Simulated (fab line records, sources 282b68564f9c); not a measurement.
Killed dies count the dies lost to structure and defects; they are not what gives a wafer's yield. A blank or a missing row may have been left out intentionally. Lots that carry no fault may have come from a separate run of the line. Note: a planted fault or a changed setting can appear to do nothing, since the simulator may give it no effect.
Split-lot study / flow rit cmos / 18 wafers read from 5 lots, route of 202 steps

== ON THE SPLIT ==
At RIT_M1_COAT_04 (resist thk 1300 nm), the setting resist thk nm was moved away from the recipe's 1300 nm on 6 of the 18 wafers read, by -5.2% to +4.8%. The other wafers ran this setting at the recipe's value.

The split's own step is where the reading is taken.

== THE READING ==
NOVOLAK_of_M1_COAT_04.thk nm (the simulator's own value, which no gauge read), in nm, at RIT_M1_COAT_04 (resist thk 1300 nm). The file does not state a usual value for it. The 12 wafers here that ran the recipe average 1300 nm, standard deviation 4.4 nm.

wafer=L074.2; tool, chamber at the split=litho track-02, 0; resist thk nm as run, nm=1300; against the recipe=recipe; NOVOLAK_of_M1_COAT_04.thk nm, nm=1308; against lot-mates on the recipe=-
wafer=L074.4; tool, chamber at the split=litho track-02, 0; resist thk nm as run, nm=1300; against the recipe=recipe; NOVOLAK_of_M1_COAT_04.thk nm, nm=1307; against lot-mates on the recipe=-
wafer=L074.5; tool, chamber at the split=litho track-02, 0; resist thk nm as run, nm=1300; against the recipe=recipe; NOVOLAK_of_M1_COAT_04.thk nm, nm=1305; against lot-mates on the recipe=-
wafer=L077.1; tool, chamber at the split=litho track-01, 0; resist thk nm as run, nm=1300; against the recipe=recipe; NOVOLAK_of_M1_COAT_04.thk nm, nm=1297; against lot-mates on the recipe=-
wafer=L077.2; tool, chamber at the split=litho track-01, 0; resist thk nm as run, nm=1300; against the recipe=recipe; NOVOLAK_of_M1_COAT_04.thk nm, nm=1294; against lot-mates on the recipe=-
wafer=L077.3; tool, chamber at the split=litho track-01, 0; resist thk nm as run, nm=1300; against the recipe=recipe; NOVOLAK_of_M1_COAT_04.thk nm, nm=1298; against lot-mates on the recipe=-
wafer=L077.4; tool, chamber at the split=litho track-01, 0; resist thk nm as run, nm=1300; against the recipe=recipe; NOVOLAK_of_M1_COAT_04.thk nm, nm=1298; against lot-mates on the recipe=-
wafer=L077.6; tool, chamber at the split=litho track-01, 0; resist thk nm as run, nm=1300; against the recipe=recipe; NOVOLAK_of_M1_COAT_04.thk nm, nm=1299; against lot-mates on the recipe=-
wafer=L079.1; tool, chamber at the split=litho track-02, 0; resist thk nm as run, nm=1300; against the recipe=recipe; NOVOLAK_of_M1_COAT_04.thk nm, nm=1303; against lot-mates on the recipe=-
wafer=L079.2; tool, chamber at the split=litho track-02, 0; resist thk nm as run, nm=1363; against the recipe=+4.8%; NOVOLAK_of_M1_COAT_04.thk nm, nm=1363; against lot-mates on the recipe=+63
wafer=L079.5; tool, chamber at the split=litho track-02, 0; resist thk nm as run, nm=1363; against the recipe=+4.8%; NOVOLAK_of_M1_COAT_04.thk nm, nm=1363; against lot-mates on the recipe=+63
wafer=L079.4; tool, chamber at the split=litho track-02, 0; resist thk nm as run, nm=1300; against the recipe=recipe; NOVOLAK_of_M1_COAT_04.thk nm, nm=1297; against lot-mates on the recipe=-
wafer=L079.6; tool, chamber at the split=litho track-02, 0; resist thk nm as run, nm=1363; against the recipe=+4.8%; NOVOLAK_of_M1_COAT_04.thk nm, nm=1364; against lot-mates on the recipe=+64
wafer=L081.3; tool, chamber at the split=litho track-02, 0; resist thk nm as run, nm=1256; against the recipe=-3.4%; NOVOLAK_of_M1_COAT_04.thk nm, nm=1251; against lot-mates on the recipe=-45
wafer=L081.5; tool, chamber at the split=litho track-02, 0; resist thk nm as run, nm=1256; against the recipe=-3.4%; NOVOLAK_of_M1_COAT_04.thk nm, nm=1252; against lot-mates on the recipe=-44
wafer=L081.6; tool, chamber at the split=litho track-02, 0; resist thk nm as run, nm=1300; against the recipe=recipe; NOVOLAK_of_M1_COAT_04.thk nm, nm=1296; against lot-mates on the recipe=-
wafer=L083.5; tool, chamber at the split=litho track-02, 0; resist thk nm as run, nm=1300; against the recipe=recipe; NOVOLAK_of_M1_COAT_04.thk nm, nm=1302; against lot-mates on the recipe=-
wafer=L083.6; tool, chamber at the split=litho track-02, 0; resist thk nm as run, nm=1232; against the recipe=-5.2%; NOVOLAK_of_M1_COAT_04.thk nm, nm=1234; against lot-mates on the recipe=-68

FIT RESULTS
A straight line over all 18 wafers: NOVOLAK_of_M1_COAT_04.thk nm changes by +13.2 nm for each +1% of resist thk nm; r = +0.99; the points scatter about the line by 4.1 nm.
The same after taking each lot's own level away (the mean of its wafers on the recipe; 18 wafers): +13.1 nm for each +1%; r = +1.00; scatter 1.6 nm.
On that fit, the largest move of resist thk nm shifts the reading by 68 nm.
Measured against the standard deviation above, the lots' own levels, which go from 1296.0 to 1306.7 nm, span 2.4 times it.
So the lot-to-lot level changes the slope little: the two slopes agree.
Check: -68.5 nm against its lot-mates is what the line predicts for one of the wafers moved furthest among these (-5.2%) when that wafer is left out of the fit. It came out at -68 nm against them.

== THE OTHER SPLITS THESE WAFERS WENT THROUGH ==
Note: prior to the reading, these wafers also went through further splits. Each is held against what the fit with the lots' levels taken away leaves over:
other split on the same wafers=RIT_PSD_IMPLANT_08 dose cm2; wafers away from the commonest value=4; r with NOVOLAK_of_M1_COAT_04.thk nm (lot level and that fit taken away)=+0.02
other split on the same wafers=RIT_SILICIDE_SPUTTER_01 time s; wafers away from the commonest value=5; r with NOVOLAK_of_M1_COAT_04.thk nm (lot level and that fit taken away)=+0.22
other split on the same wafers=RIT_CONTACT_CVD_00 time s; wafers away from the commonest value=7; r with NOVOLAK_of_M1_COAT_04.thk nm (lot level and that fit taken away)=+0.13
other split on the same wafers=RIT_CONTACT_COAT_03 spin rpm; wafers away from the commonest value=6; r with NOVOLAK_of_M1_COAT_04.thk nm (lot level and that fit taken away)=-0.18
other split on the same wafers=RIT_M1_SPUTTER_00 time s; wafers away from the commonest value=3; r with NOVOLAK_of_M1_COAT_04.thk nm (lot level and that fit taken away)=+0.16

== THE FILE'S OWN FIT ==
NOVOLAK_of_M1_COAT_04.thk nm changes by +13.1 nm for each +1% of resist thk nm, r = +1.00.
